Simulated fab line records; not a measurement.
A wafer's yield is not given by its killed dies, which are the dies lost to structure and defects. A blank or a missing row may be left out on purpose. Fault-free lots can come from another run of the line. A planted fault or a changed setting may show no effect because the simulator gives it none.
fab line records	flow rit-cmos
[record] lots = 12	wafers = 36	last-day = 8
route steps=202 shown PSD@151 SILICIDE@164 M1@184
lots untouched by any fault: they come from a run of this same line in which no faults occurred
start-h: start of the lot's first displayed wafer, in hours after the record's first day	wait-h: hours elapsed since this lot's preceding step	" repeats the value in the row above	L1.1+2: several wafers, shown together as one row	- no value, or no start given	* or withheld: withheld	< > ~ a bound
route shown NAME@n: a module of which the file shows steps, and the number in the route of the first	usual: mean and standard deviation over wafers with no fault	same: alike in all rows	chamber/n: place in a boat	sites: readings site by site	_std_site: their standard deviation	_edge_site: the outer-site mean with the inner-site mean subtracted	radius-mm: how far each site lies from the wafer's centre	mask NAME#n: copy n	behind: the most recent tool/chamber to have shaped the wafer	hold: cause of the lot's hold/its duration in hours/its outcome	device: transistor that didn't switch, given as n, p or np	end of line: tests run on the same wafers once the route is complete	a step given without rows: its recipe and nothing more	killed: at the first sort, the dies lost to defects and structure; wafer yield is something else	map: per-die view of a wafer (x killed, . not killed, _ where there is no die)
set.NAME: the run value of the setting; set.NAME@STEP: its run value at that earlier step	model.NAME: the simulator's own value behind a step, which no gauge read
one table for each step of the route and one row for each wafer, over a sample of lots
services: the hour from which a tool's chamber was out of use, counted from the record's first day as start-h (under 0 if before that day), plus the number of hours and why
[[steps]]
[step RIT_PSD_STRIP_09]
[recipe] chemistry = O2	time-s = 180	resist = NOVOLAK	platen-temp-c = withheld	power-w = 500	pressure-mtorr = 4000	o2-flow-sccm = 4000
[usual] chamber-pressure-mTorr = 4000/3.6	drypump-motor-current-A = 6.0/0.5	rf-refl-power-W = 6.4/1.4
lot.wafer	tool	chamber	start-h	wait-h	chamber-pressure-mTorr	drypump-motor-current-A	rf-hours-counter-h	rf-refl-power-W
L425.3	plasma-asher-01	0	51.51	0.1	3996	5.5	-	6.8
L425.4	"	1	"	"	3992	6.6	-	8.7
L425.5	"	0	"	"	3998	5.6	-	6.5
L426.4	plasma-asher-01	1	55.72	0.1	3995	6.5	-	8.9
L426.5	"	1	"	"	3998	6.5	-	8.7
L426.6	"	0	"	"	4000	5.5	-	7.3
L428.2	plasma-asher-01	1	69.12	0.1	4001	6.5	45	8.7
L428.4	"	0	"	"	4000	5.6	-	6.6
L428.6	"	1	"	"	4001	6.6	-	8.9
L429.2	plasma-asher-04	0	74.72	0.1	3997	6.3	29	6.7
L429.3	"	0	"	"	4003	6.3	-	6.8
L429.4	"	1	"	"	3997	5.3	-	4.6
L430.1	plasma-asher-03	0	76.74	0.1	3997	6.2	44	5.3
L430.4	"	0	"	"	4003	6.2	-	5.4
L430.5	"	0	"	"	3997	6.2	-	5.6
L432.1	plasma-asher-04	0	89.13	0.1	3999	6.3	30	6.6
L432.2	"	1	"	"	3998	5.3	30	4.7
L432.6	"	0	"	"	3996	6.3	-	6.7
L435.2	plasma-asher-03	0	104.18	0.1	4005	6.2	47	5.1
L435.5	"	0	"	"	3999	6.2	-	5.4
L435.6	"	1	"	"	4005	6.5	-	5.4
L436.1	plasma-asher-03	0	106.21	0.1	4000	6.3	47	5.5
L436.2	"	1	"	"	3997	6.6	47	5.5
L436.6	"	0	"	"	4004	6.2	-	5.2
L438.1	plasma-asher-03	1	118.08	0.1	4003	6.6	48	5.6
L438.2	"	0	"	"	3998	6.2	48	5.1
L438.5	"	0	"	"	4002	6.2	-	5.6
L444.1	plasma-asher-04	1	151.86	0.1	3997	5.3	37	4.7
L444.5	"	1	"	"	3995	5.3	-	4.9
L444.6	"	0	"	"	3999	6.3	-	6.8
L447.1	plasma-asher-03	1	165.37	0.1	3999	6.6	53	5.5
L447.3	"	0	"	"	4003	6.2	-	5.5
L447.5	"	0	"	"	4002	6.2	-	5.4
L448.1	plasma-asher-04	0	173.78	0.1	4001	6.3	39	6.7
L448.3	"	1	"	"	4000	5.3	-	4.7
L448.4	"	0	"	"	3999	6.3	-	6.8
[step RIT_SDANNEAL_RS_MEAS_04]
[recipe] thk-meas-gauge = four-point-probe
[usual] PSD_RS = 114.9/0.3
lot.wafer	tool	chamber	start-h	wait-h	PSD_RS[ohm/sq]
L425.3	film-metro-01	-	52.15	0.1	114.8
L425.4	"	-	"	"	115.0
L425.5	"	-	"	"	114.9
L426.4	film-metro-04	-	56.38	0.1	115.1
L426.5	"	-	"	"	115.3
L426.6	"	-	"	"	114.8
L428.2	film-metro-04	-	69.80	0.1	114.7
L428.4	"	-	"	"	115.0
L428.6	"	-	"	"	114.9
L429.2	film-metro-04	-	75.40	0.1	114.9
L429.3	"	-	"	"	115.2
L429.4	"	-	"	"	115.2
L430.1	film-metro-01	-	77.40	0.0	115.6
L430.4	"	-	"	"	115.5
L430.5	"	-	"	"	115.1
L432.1	film-metro-04	-	90.27	0.0	114.9
L432.2	"	-	"	"	114.9
L432.6	"	-	"	"	114.6
L435.2	film-metro-04	-	104.88	0.1	114.9
L435.5	"	-	"	"	114.4
L435.6	"	-	"	"	114.8
L436.1	film-metro-01	-	106.87	0.0	114.7
L436.2	"	-	"	"	115.0
L436.6	"	-	"	"	114.2
L438.1	film-metro-01	-	118.74	0.0	115.3
L438.2	"	-	"	"	115.0
L438.5	"	-	"	"	115.0
L444.1	film-metro-02	-	152.52	0.0	114.3
L444.5	"	-	"	"	114.4
L444.6	"	-	"	"	114.4
L447.1	film-metro-02	-	166.04	0.0	114.8
L447.3	"	-	"	"	114.8
L447.5	"	-	"	"	115.0
L448.1	film-metro-04	-	174.44	0.0	115.3
L448.3	"	-	"	"	115.2
L448.4	"	-	"	"	115.3
[step RIT_SILICIDE_THK_MEAS_03]
[recipe] thk-meas-gauge = xrf	reads = Ti_of_SILICIDE_SPUTTER_01
[usual] SILICIDE_TI_THK = 31.19/0.26
lot.wafer	tool	chamber	start-h	wait-h	SILICIDE_TI_THK[nm]
L425.3	film-metro-03	-	52.89	0.1	31.73
L425.4	"	-	"	"	31.33
L425.5	"	-	"	"	31.35
L426.4	film-metro-02	-	57.12	0.1	31.05
L426.5	"	-	"	"	31.26
L426.6	"	-	"	"	30.97
L428.2	film-metro-03	-	70.56	0.1	31.30
L428.4	"	-	"	"	31.43
L428.6	"	-	"	"	31.46
L429.2	film-metro-01	-	76.16	0.1	31.06
L429.3	"	-	"	"	31.17
L429.4	"	-	"	"	31.24
L430.1	film-metro-03	-	78.16	0.1	31.31
L430.4	"	-	"	"	31.52
L430.5	"	-	"	"	31.54
L432.1	film-metro-01	-	91.04	0.1	31.34
L432.2	"	-	"	"	31.55
L432.6	"	-	"	"	31.33
L435.2	film-metro-03	-	105.63	0.1	31.65
L435.5	"	-	"	"	31.14
L435.6	"	-	"	"	31.81
L436.1	film-metro-03	-	107.64	0.1	31.27
L436.2	"	-	"	"	31.09
L436.6	"	-	"	"	31.28
L438.1	film-metro-01	-	119.50	0.1	31.19
L438.2	"	-	"	"	30.97
L438.5	"	-	"	"	31.24
L444.1	film-metro-03	-	153.28	0.1	31.25
L444.5	"	-	"	"	31.38
L444.6	"	-	"	"	31.22
L447.1	film-metro-01	-	166.80	0.1	30.59
L447.3	"	-	"	"	30.50
L447.5	"	-	"	"	30.82
L448.1	film-metro-02	-	175.21	0.1	31.36
L448.3	"	-	"	"	30.88
L448.4	"	-	"	"	31.39
[step RIT_M1_SPUTTER_00]
[recipe] material = Al	target-thk-nm = 400	power-w = 2000	chamber-pressure-pa = 0.4	gas = Ar	time-s = 522.8	substrate-temp-c = 25
[usual] throttle-valve-pct = 29.7/1.1
lot.wafer	tool	chamber	start-h	wait-h	throttle-valve-pct
L425.3	pvd-sputter-03	-	55.33	0.0	28.8
L425.4	"	-	"	"	31.3
L425.5	"	-	"	"	29.0
L426.4	pvd-sputter-01	-	59.73	0.0	28.5
L426.5	"	-	"	"	29.7
L426.6	"	-	"	"	29.1
L428.2	pvd-sputter-02	-	73.13	0.0	31.0
L428.4	"	-	"	"	29.1
L428.6	"	-	"	"	28.7
L429.2	pvd-sputter-03	-	78.96	0.0	30.9
L429.3	"	-	"	"	28.9
L429.4	"	-	"	"	29.7
L430.1	pvd-sputter-02	-	80.62	0.0	31.1
L430.4	"	-	"	"	31.3
L430.5	"	-	"	"	31.1
L432.1	pvd-sputter-03	-	93.70	0.0	28.6
L432.2	"	-	"	"	31.1
L432.6	"	-	"	"	31.1
L435.2	pvd-sputter-02	-	108.08	0.0	31.0
L435.5	"	-	"	"	30.8
L435.6	"	-	"	"	28.7
L436.1	pvd-sputter-03	-	114.58	0.0	30.0
L436.2	"	-	"	"	31.0
L436.6	"	-	"	"	29.1
L438.1	pvd-sputter-03	-	122.04	0.0	29.8
L438.2	"	-	"	"	28.6
L438.5	"	-	"	"	31.1
L444.1	pvd-sputter-01	-	155.87	0.0	29.3
L444.5	"	-	"	"	29.4
L444.6	"	-	"	"	29.1
L447.1	pvd-sputter-02	-	169.26	0.0	28.9
L447.3	"	-	"	"	31.1
L447.5	"	-	"	"	30.8
L448.1	pvd-sputter-03	-	177.84	0.0	28.8
L448.3	"	-	"	"	30.1
L448.4	"	-	"	"	28.8
[step RIT_M1_RS_MEAS_01]
[recipe] thk-meas-gauge = four-point-probe	reads = Al_of_M1_SPUTTER_00
[usual] M1_AL_RS = 0.0698/0.00049
lot.wafer	tool	chamber	start-h	wait-h	hold	M1_AL_RS[ohm/sq]
L425.3	film-metro-02	-	55.67	0.2	-	0.0694
L425.4	"	-	"	"	-	0.0697
L425.5	"	-	"	"	-	0.0697
L426.4	film-metro-02	-	60.09	0.2	-	0.0688
L426.5	"	-	"	"	-	0.0696
L426.6	"	-	"	"	-	0.0691
L428.2	film-metro-04	-	73.45	0.2	-	0.0696
L428.4	"	-	"	"	-	0.0699
L428.6	"	-	"	"	-	0.0697
L429.2	film-metro-02	-	79.28	0.2	-	0.0707
L429.3	"	-	"	"	-	0.0697
L429.4	"	-	"	"	-	0.0698
L430.1	film-metro-01	-	80.91	0.1	-	0.0705
L430.4	"	-	"	"	-	0.0703
L430.5	"	-	"	"	-	0.0703
L432.1	film-metro-04	-	94.00	0.1	-	0.0690
L432.2	"	-	"	"	-	0.0695
L432.6	"	-	"	"	-	0.0693
L435.2	film-metro-01	-	108.39	0.2	-	0.0706
L435.5	"	-	"	"	-	0.0704
L435.6	"	-	"	"	-	0.0697
L436.1	film-metro-01	-	114.87	0.1	await-dispo/0.2h/release	0.0542
L436.2	"	-	"	"	await-dispo/0.2h/release	0.0698
L436.6	"	-	"	"	await-dispo/0.2h/release	0.0699
L436.1	film-metro-01	-	115.27	0.4	-	0.0543
L436.2	"	-	"	"	-	0.0700
L436.6	"	-	"	"	-	0.0701
L438.1	film-metro-02	-	122.33	0.1	await-dispo/0.2h/release	0.0542
L438.2	"	-	"	"	await-dispo/0.2h/release	0.0697
L438.5	"	-	"	"	await-dispo/0.2h/release	0.0702
L438.1	film-metro-02	-	122.62	0.3	-	0.0543
L438.2	"	-	"	"	-	0.0698
L438.5	"	-	"	"	-	0.0702
L444.1	film-metro-04	-	156.16	0.1	-	0.0704
L444.5	"	-	"	"	-	0.0698
L444.6	"	-	"	"	-	0.0696
L447.1	film-metro-04	-	169.56	0.1	-	0.0699
L447.3	"	-	"	"	-	0.0695
L447.5	"	-	"	"	-	0.0693
L448.1	film-metro-04	-	178.14	0.1	-	0.0708
L448.3	"	-	"	"	-	0.0710
L448.4	"	-	"	"	-	0.0702
[step RIT_M1_THK_MEAS_02]
[recipe] thk-meas-gauge = xrf	reads = Al_of_M1_SPUTTER_00
[usual] M1_AL_THK = 412/3.6
lot.wafer	tool	chamber	start-h	wait-h	hold	M1_AL_THK[nm]
L425.3	film-metro-02	-	55.77	0.1	-	416
L425.4	"	-	"	"	-	415
L425.5	"	-	"	"	-	414
L426.4	film-metro-02	-	60.18	0.1	-	420
L426.5	"	-	"	"	-	416
L426.6	"	-	"	"	-	417
L428.2	film-metro-04	-	73.56	0.1	-	412
L428.4	"	-	"	"	-	409
L428.6	"	-	"	"	-	410
L429.2	film-metro-02	-	79.39	0.1	-	410
L429.3	"	-	"	"	-	414
L429.4	"	-	"	"	-	413
L430.1	film-metro-01	-	81.03	0.1	-	412
L430.4	"	-	"	"	-	411
L430.5	"	-	"	"	-	410
L432.1	film-metro-04	-	94.12	0.1	-	415
L432.2	"	-	"	"	-	413
L432.6	"	-	"	"	-	414
L435.2	film-metro-01	-	108.50	0.1	-	406
L435.5	"	-	"	"	-	411
L435.6	"	-	"	"	-	413
L436.1	film-metro-01	-	120.74	5.4	await-dispo/0.2h/release	526
L436.2	"	-	"	"	await-dispo/0.2h/release	410
L436.6	"	-	"	"	await-dispo/0.2h/release	411
L436.1	film-metro-01	-	120.96	0.2	-	529
L436.2	"	-	"	"	-	409
L436.6	"	-	"	"	-	410
L438.1	film-metro-02	-	124.72	2.1	await-dispo/0.2h/release	533
L438.2	"	-	"	"	await-dispo/0.2h/release	419
L438.5	"	-	"	"	await-dispo/0.2h/release	411
L438.1	film-metro-02	-	124.98	0.3	-	533
L438.2	"	-	"	"	-	417
L438.5	"	-	"	"	-	414
L444.1	film-metro-04	-	156.28	0.1	-	409
L444.5	"	-	"	"	-	412
L444.6	"	-	"	"	-	412
L447.1	film-metro-04	-	169.68	0.1	-	410
L447.3	"	-	"	"	-	411
L447.5	"	-	"	"	-	414
L448.1	film-metro-04	-	178.26	0.1	-	404
L448.3	"	-	"	"	-	404
L448.4	"	-	"	"	-	405
[step RIT_M1_METAL_ETCH_12]
[recipe] stop-on = SiO2	chemistry = Cl2/BCl3	target = Al	time-s = 165	over-etch-frac = 0.5	pressure-mtorr = 100	target-depth-a = 6000	rf-w = 254.6	Cl2_flow_sccm = 60	bcl3-flow-sccm = 50
[usual] chamber-pressure-mTorr = 100.01/0.095	drypump-motor-current-A = 5.5/0.51	oes-product-au = 0.792/0.014	throttle-valve-pct = 8.22/0.16
[same] over-etch-frac = 0.5
lot.wafer	tool	chamber	start-h	wait-h	chamber-pressure-mTorr	drypump-motor-current-A	oes-product-au	rf-hours-counter-h	throttle-valve-pct
L425.3	rie-metal-04	1	57.27	0.2	100.16	6.4	0.770	-	8.18
L425.4	"	0	"	"	100.09	5.1	0.777	-	8.07
L425.5	"	0	"	"	100.04	5.1	0.778	-	8.06
L426.4	rie-metal-01	0	61.67	0.1	100.00	5.5	0.790	-	8.46
L426.5	"	1	"	"	100.02	5.1	0.807	-	8.04
L426.6	"	0	"	"	99.93	5.5	0.789	-	8.46
L428.2	rie-metal-04	0	75.09	0.2	100.01	5.1	0.787	2	8.05
L428.4	"	1	"	"	100.06	6.4	0.784	-	8.17
L428.6	"	1	"	"	100.02	6.4	0.779	-	8.16
L429.2	rie-metal-01	0	80.72	0.2	100.05	5.5	0.778	4	8.46
L429.3	"	0	"	"	99.96	5.5	0.784	-	8.46
L429.4	"	1	"	"	99.92	5.1	0.791	-	8.05
L430.1	rie-metal-03	0	82.38	0.2	100.09	5.8	0.815	38	8.17
L430.4	"	0	"	"	99.94	5.8	0.814	-	8.16
L430.5	"	0	"	"	100.01	5.7	0.815	-	8.15
L432.1	rie-metal-01	0	95.63	0.2	100.09	5.5	0.789	5	8.47
L432.2	"	0	"	"	100.20	5.5	0.785	-	8.46
L432.6	"	0	"	"	100.06	5.5	0.792	-	8.45
L435.2	rie-metal-01	0	109.84	0.2	100.24	5.5	0.779	5	8.46
L435.5	"	0	"	"	99.98	5.5	0.779	-	8.47
L435.6	"	1	"	"	100.01	5.1	0.799	-	8.04
L436.1	rie-metal-03	0	126.41	0.2	100.07	5.8	0.937	38	8.14
L436.2	"	1	"	"	100.17	5.0	0.817	37	8.38
L436.6	"	1	"	"	99.95	5.0	0.812	-	8.36
L438.1	rie-metal-01	1	132.54	0.2	99.98	5.1	0.923	4	8.02
L438.2	"	0	"	"	100.00	5.5	0.790	5	8.48
L438.5	"	1	"	"	100.07	5.1	0.789	-	8.04
L444.1	rie-metal-03	1	157.83	0.2	99.93	5.0	0.811	0	8.38
L444.5	"	0	"	"	100.17	5.8	0.801	-	8.17
L444.6	"	1	"	"	100.09	5.0	0.811	-	8.37
L447.1	rie-metal-03	1	171.03	0.2	99.86	5.0	0.808	0	8.40
L447.3	"	1	"	"	100.10	5.0	0.819	-	8.37
L447.5	"	0	"	"	99.81	5.8	0.803	-	8.16
L448.1	rie-metal-04	0	179.69	0.2	100.03	5.1	0.770	4	8.05
L448.3	"	1	"	"	99.92	6.4	0.766	-	8.16
L448.4	"	0	"	"	100.10	5.1	0.781	-	8.05
[step RIT_M1_PROBE_99]
[usual] defect-limited-yield = 97.3/1.3	killed-at-contacts = 0.1/0.3	killed-at-front-end = 7/3.4	killed-dies = 7/3.4	killed-open = 3.6/2.1	killed-short = 3.5/2.1	sort_bin_3_pad_short = 0.1/0.27	sort_bin_5_function = 1.5/0.75	sort_bin_6_memory = 1.0/0.75	sort-n-pass = 257/3.4	sort-yield-pct = 97.3/1.3
[same] gross-dies = 264	killed_at_M0_to_M3 = 0	killed_at_M4_up = 0	killed-at-back-side = 0	killed-at-other = 0
lot.wafer	tool	chamber	start-h	wait-h	hold	defect-limited-yield[%]	killed-at-contacts	killed-at-front-end	killed-dies	killed-open	killed-short	sort_bin_3_pad_short[%]	sort_bin_5_function[%]	sort_bin_6_memory[%]	sort-n-pass	sort-yield-pct[%]
L425.3	prober-01	-	59.57	0.2	-	98.1	0	5	5	0	5	0	1.9	0	259	98.1
L425.4	prober-01	-	59.62	0.2	-	99.2	0	2	2	2	0	0	0	0.8	262	99.2
L425.5	prober-01	-	59.67	0.2	-	96.2	0	10	10	2	8	0	2.3	1.5	254	96.2
L426.4	prober-02	-	64.02	0.2	-	97.3	0	7	7	3	4	0.4	1.5	0.8	257	97.3
L426.5	prober-02	-	64.07	0.2	-	96.6	0	9	9	5	4	0	1.9	1.5	255	96.6
L426.6	prober-02	-	64.12	0.2	-	97.0	0	8	8	2	6	0.4	1.9	0.8	256	97.0
L428.2	prober-02	-	77.39	0.1	-	98.1	0	5	5	4	1	0	1.5	0.4	259	98.1
L428.4	prober-02	-	77.49	0.2	-	98.5	0	4	4	2	2	0	0.8	0.8	260	98.5
L428.6	prober-02	-	77.59	0.2	-	98.1	0	5	5	1	4	1.1	0.4	0.4	259	98.1
L429.2	prober-01	-	83.04	0.1	-	96.2	0	10	10	4	6	0	1.5	2.3	254	96.2
L429.3	prober-01	-	83.09	0.2	-	98.9	0	3	3	2	1	0	0.8	0.4	261	98.9
L429.4	prober-01	-	83.14	0.2	-	98.1	0	5	5	3	2	0	1.9	0	259	98.1
L430.1	prober-02	-	84.63	0.1	-	98.9	0	3	3	1	2	0	0.8	0.4	261	98.9
L430.4	prober-02	-	84.78	0.2	-	98.5	1	3	4	2	2	0	0.4	1.1	260	98.5
L430.5	prober-02	-	84.83	0.2	-	98.5	0	4	4	3	1	0	1.1	0.4	260	98.5
L432.1	prober-02	-	98.04	0.1	-	97.0	0	8	8	2	6	0	1.5	1.5	256	97.0
L432.2	prober-02	-	98.09	0.1	-	97.7	0	6	6	4	2	0	1.5	0.8	258	97.7
L432.6	prober-02	-	98.29	0.2	-	96.2	0	10	10	3	7	0	2.3	1.5	254	96.2
L435.2	prober-01	-	112.14	0.1	-	97.3	0	7	7	3	4	0	1.5	1.1	257	97.3
L435.5	prober-01	-	112.29	0.2	-	98.5	0	4	4	3	1	0	1.5	0	260	98.5
L435.6	prober-01	-	112.34	0.2	-	97.7	0	6	6	4	2	0	1.5	0.8	258	97.7
L436.1	prober-02	-	130.44	1.6	await-dispo/1.5h/release	97.3	0	7	7	4	3	0	1.5	1.1	257	97.3
L436.2	prober-02	-	130.49	1.6	await-dispo/1.5h/release	96.6	0	9	9	5	4	0	1.9	1.5	255	96.6
L436.6	prober-02	-	130.69	1.7	await-dispo/1.5h/release	95.8	0	11	11	6	5	0	1.5	2.7	253	95.8
L438.1	prober-02	-	139.73	4.7	await-dispo/4.6h/release	97.0	0	8	8	4	4	0	1.9	1.1	256	97.0
L438.2	prober-02	-	139.78	4.8	await-dispo/4.6h/release	97.7	0	6	6	4	2	0	1.5	0.8	258	97.7
L438.5	prober-02	-	139.93	4.9	await-dispo/4.6h/release	98.5	0	4	4	3	1	0	0.4	1.1	260	98.5
L444.1	prober-02	-	160.08	0.1	-	97.7	0	6	6	2	4	0	1.1	1.1	258	97.7
L444.5	prober-02	-	160.28	0.2	-	96.6	1	8	9	4	5	0	1.9	1.5	255	96.6
L444.6	prober-02	-	160.33	0.2	-	95.5	0	12	12	7	5	0.8	2.7	1.1	252	95.5
L447.1	prober-02	-	173.28	0.1	-	97.7	1	5	6	1	5	0.4	1.5	0.4	258	97.7
L447.3	prober-02	-	173.38	0.2	-	97.3	0	7	7	6	1	0	1.5	1.1	257	97.3
L447.5	prober-02	-	173.48	0.2	-	96.2	0	10	10	6	4	0	1.9	1.9	254	96.2
L448.1	prober-01	-	181.95	0.1	-	96.2	0	10	10	7	3	0	1.5	2.3	254	96.2
L448.3	prober-01	-	182.05	0.2	-	95.8	0	11	11	6	5	0	2.3	1.9	253	95.8
L448.4	prober-01	-	182.10	0.2	-	95.8	0	11	11	4	7	0	2.3	1.9	253	95.8
// killed by level:class
L425.3 SPACER:geometric-particle:short=3 GATE:geometric-particle:short=2
L425.4 FOX2:geometric-particle:open=1 GATE:geometric-particle:open=1
L425.5 GATE:geometric-particle:short=2 SPACER:geometric-particle:short=2 FOX1:geometric-particle:short=1 FOX1:geometric-particle:open=1 FOX2:geometric-particle:short=1 REOX:geometric-particle:short=1 REOX:geometric-particle:open=1 SILICIDE:geometric-particle:short=1
L426.4 GATE:geometric-particle:short=4 FOX1:geometric-particle:open=1 FOX2:geometric-particle:open=1 GATE:geometric-particle:open=1
L426.5 GATE:geometric-particle:open=3 GATE:geometric-particle:short=2 FOX2:geometric-particle:open=1 REOX:geometric-particle:short=1 SPACER:geometric-particle:short=1 SPACER:geometric-particle:open=1
L426.6 GATE:geometric-particle:short=4 GATE:geometric-particle:open=2 SPACER:geometric-particle:short=1 SILICIDE:geometric-particle:short=1
L428.2 FOX1:geometric-particle:open=2 GATE:geometric-particle:open=2 GATE:geometric-particle:short=1
L428.4 FOX1:geometric-particle:short=1 GATE:geometric-particle:open=1 SILICIDE:geometric-particle:short=1 SILICIDE:geometric-particle:open=1
L428.6 FOX1:geometric-particle:short=2 GATE:geometric-particle:open=1 SPACER:geometric-particle:short=1 SILICIDE:geometric-particle:short=1
L429.2 FOX1:geometric-particle:short=2 GATE:geometric-particle:short=2 ACTIVE:geometric-particle:open=1 FOX1:geometric-particle:open=1 GATE:geometric-particle:open=1 REOX:geometric-particle:short=1 REOX:geometric-particle:open=1 SPACER:geometric-particle:short=1
L429.3 GATE:geometric-particle:short=1 GATE:geometric-particle:open=1 SPACER:geometric-particle:open=1
L429.4 REOX:geometric-particle:open=2 FOX1:geometric-particle:open=1 GATE:geometric-particle:short=1 REOX:geometric-particle:short=1
L430.1 GATE:geometric-particle:short=2 SILICIDE:geometric-particle:open=1
L430.4 FOX2:geometric-particle:open=1 SPACER:geometric-particle:open=1 SPACER:geometric-particle:short=1 CONTACT:geometric-particle:short=1
L430.5 GATE:geometric-particle:open=2 FOX2:geometric-particle:open=1 FOX2:geometric-particle:short=1
L432.1 FOX1:geometric-particle:short=3 GATE:geometric-particle:short=2 GATE:geometric-particle:open=1 REOX:geometric-particle:open=1 REOX:geometric-particle:short=1
L432.2 SPACER:geometric-particle:open=2 FOX1:geometric-particle:open=1 FOX1:geometric-particle:short=1 FOX2:geometric-particle:open=1 SPACER:geometric-particle:short=1
L432.6 GATE:geometric-particle:short=3 FOX1:geometric-particle:short=2 REOX:geometric-particle:short=2 REOX:geometric-particle:open=2 GATE:geometric-particle:open=1
L435.2 GATE:geometric-particle:short=3 GATE:geometric-particle:open=1 REOX:geometric-particle:open=1 SILICIDE:geometric-particle:short=1 SILICIDE:geometric-particle:open=1
L435.5 SILICIDE:geometric-particle:open=2 GATE:geometric-particle:open=1 GATE:geometric-particle:short=1
L435.6 GATE:geometric-particle:open=2 REOX:geometric-particle:short=1 SPACER:geometric-particle:open=1 SILICIDE:geometric-particle:open=1 SILICIDE:geometric-particle:short=1
L436.1 GATE:geometric-particle:open=3 GATE:geometric-particle:short=1 REOX:geometric-particle:open=1 SPACER:geometric-particle:short=1 SILICIDE:geometric-particle:short=1
L436.2 GATE:geometric-particle:open=3 GATE:geometric-particle:short=2 FOX1:geometric-particle:short=1 REOX:geometric-particle:open=1 SPACER:geometric-particle:open=1 SILICIDE:geometric-particle:short=1
L436.6 GATE:geometric-particle:short=4 GATE:geometric-particle:open=2 SPACER:geometric-particle:open=2 FOX1:geometric-particle:open=1 REOX:geometric-particle:short=1 REOX:geometric-particle:open=1
L438.1 GATE:geometric-particle:short=3 FOX1:geometric-particle:open=1 GATE:geometric-particle:open=1 REOX:geometric-particle:short=1 REOX:geometric-particle:open=1 SILICIDE:geometric-particle:open=1
L438.2 GATE:geometric-particle:short=2 SILICIDE:geometric-particle:open=2 FOX2:geometric-particle:open=1 GATE:geometric-particle:open=1
L438.5 GATE:geometric-particle:open=2 GATE:geometric-particle:short=1 REOX:geometric-particle:open=1
L444.1 FOX2:geometric-particle:short=3 GATE:geometric-particle:short=1 GATE:geometric-particle:open=1 REOX:geometric-particle:open=1
L444.5 GATE:geometric-particle:open=2 SILICIDE:geometric-particle:short=2 GATE:geometric-particle:short=1 REOX:geometric-particle:short=1 REOX:geometric-particle:open=1 SILICIDE:geometric-particle:open=1 CONTACT:geometric-particle:short=1
L444.6 FOX2:geometric-particle:open=2 GATE:geometric-particle:short=2 GATE:geometric-particle:open=2 SILICIDE:geometric-particle:short=2 SILICIDE:geometric-particle:open=2 FOX1:geometric-particle:short=1 SPACER:geometric-particle:open=1
L447.1 GATE:geometric-particle:short=3 GATE:geometric-particle:open=1 SPACER:geometric-particle:short=1 CONTACT:geometric-particle:short=1
L447.3 GATE:geometric-particle:open=3 SPACER:geometric-particle:open=2 FOX1:geometric-particle:open=1 GATE:geometric-particle:short=1
L447.5 GATE:geometric-particle:open=3 GATE:geometric-particle:short=3 REOX:geometric-particle:open=2 SILICIDE:geometric-particle:open=1 SILICIDE:geometric-particle:short=1
L448.1 FOX1:geometric-particle:open=3 FOX2:geometric-particle:open=2 SPACER:geometric-particle:open=2 SPACER:geometric-particle:short=2 GATE:geometric-particle:short=1
L448.3 GATE:geometric-particle:short=3 GATE:geometric-particle:open=3 SILICIDE:geometric-particle:short=2 SILICIDE:geometric-particle:open=2 FOX1:geometric-particle:open=1
L448.4 GATE:geometric-particle:open=3 GATE:geometric-particle:short=3 FOX1:geometric-particle:short=2 FOX1:geometric-particle:open=1 FOX2:geometric-particle:short=1 SILICIDE:geometric-particle:short=1
[[services]]
tool	chamber	start-h	hours	kind
plasma-asher-04	-	28.31	5.7	repair
pvd-sputter-02	-	45.71	3.5	repair
plasma-asher-03	-	70.37	1.0	repair
rie-metal-01	1	91.03	14.5	repair
plasma-asher-03	-	93.07	7.8	repair
pvd-sputter-01	-	102.35	0.6	repair
rie-metal-04	-	112.26	0.3	repair
pvd-sputter-03	-	128.60	1.5	repair
rie-metal-01	1	135.89	16.4	repair
rie-metal-03	-	136.12	20.0	pm
rie-metal-03	0	136.12	20.0	vent-cycle
rie-metal-03	1	136.12	20.0	vent-cycle
plasma-asher-01	-	141.93	2.8	pm
rie-metal-03	0	156.12	-	clean
rie-metal-03	1	156.12	-	clean
rie-metal-01	-	159.21	4.3	pm
pvd-sputter-01	-	163.03	2.4	repair
pvd-sputter-02	-	169.83	5.2	repair
[[key]]
[first-sign] step = RIT_M1_RS_MEAS_01	reading = visit	direction = added
[effect] step = RIT_M1_RS_MEAS_01	reading = M1_AL_RS	direction = down	sigmas = 31	usual = 0.0698	struck = 0.0542
[effect] step = RIT_M1_THK_MEAS_02	reading = visit	direction = added
[effect] step = RIT_M1_THK_MEAS_02	reading = M1_AL_THK	direction = up	sigmas = 32	usual = 412	struck = 530
[effect] step = RIT_M1_METAL_ETCH_12	reading = oes-product-au	direction = up	sigmas = 9.9	usual = 0.792	struck = 0.930
met-at RIT_M1_SPUTTER_00
struck-lots L436,L438
struck-wafers L436.1,L438.1
not-acting-at RIT_PSD_STRIP_09,RIT_SDANNEAL_RS_MEAS_04,RIT_SILICIDE_THK_MEAS_03
onset-between 78.96 114.58
[fault] kind = process-parameter-drift	tool = pvd-sputter-03	chamber = -	onset-h = 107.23	steps = RIT_M1_SPUTTER_00	channel = target-thk-nm	offset = 112.53	shape = step	end-h = 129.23	stated = 400	scope = struck-wafers-only
